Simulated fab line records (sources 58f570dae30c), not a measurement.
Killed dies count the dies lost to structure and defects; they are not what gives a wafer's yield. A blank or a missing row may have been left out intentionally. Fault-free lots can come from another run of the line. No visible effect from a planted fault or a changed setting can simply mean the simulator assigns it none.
One fault through the eyes of 2 desks ; flow berkeley_cmos170 ; numbers are kept per desk, each desk with only its own; the story behind them comes last

METROLOGY DESK
What the gauges read for every lot (on any tool): the sampled wafers with a number, averaged. Any lot whose mean is over 4 standard deviations away from the usual mean is out of limits and marked OUT; that distance is given in the brackets.
Columns: A = PFIELD_OVL at UCB170_PFIELD_OVL_MEAS_06, usual -2 nm; B = SCREENOX_OXIDE_THK at UCB170_SCREENOX_THK_MEAS_02, usual 14.3 nm
lot;first seen here;A;B
L638;day 5 03:55;-1;14.0
L637;day 5 04:11;2;13.8
L639;day 6 08:56;-5;14.5
L640;day 6 09:01;-2;14.5
L643;day 6 11:11;3;14.4
L644;day 6 12:01;-2;14.2
L651;day 7 13:41;-9;13.7
L650;day 7 17:58;-4;14.2
L652;day 8 00:01;3;14.2
L653;day 8 00:14;-2;14.3
L655;day 9 01:08;8;14.6
L656;day 9 02:08;-3;14.5
L659;day 9 05:56;-3;14.4
L660;day 9 06:13;-5;14.5
This desk's verdict: no lot among the 14 shows anything out of limits.

TOOL OWNER'S DESK, litho_track-02
The tool's own readings at UCB170_PFIELD_COAT_01 (resist thk 900 nm): means of the sampled wafers that have a number, for each lot that ran on this tool. Any lot whose mean is over 4 standard deviations away from the usual mean is out of limits and marked OUT; that distance is given in the brackets.
Columns: A = dispense_pressure_kPa at UCB170_PFIELD_COAT_01, usual 47.5 kPa
lot;first seen here;A
L644;day 6 10:03;48.4
L651;day 7 12:52;48.4
L652;day 7 23:10;48.4
This desk's verdict: no lot among the 3 shows anything out of limits.

ALL TOGETHER
From the metrology desk's view, nothing was out of limits.
Nothing out of limits was seen by the tool owner's desk.

WHAT THE SIMULATOR HAD PUT IN
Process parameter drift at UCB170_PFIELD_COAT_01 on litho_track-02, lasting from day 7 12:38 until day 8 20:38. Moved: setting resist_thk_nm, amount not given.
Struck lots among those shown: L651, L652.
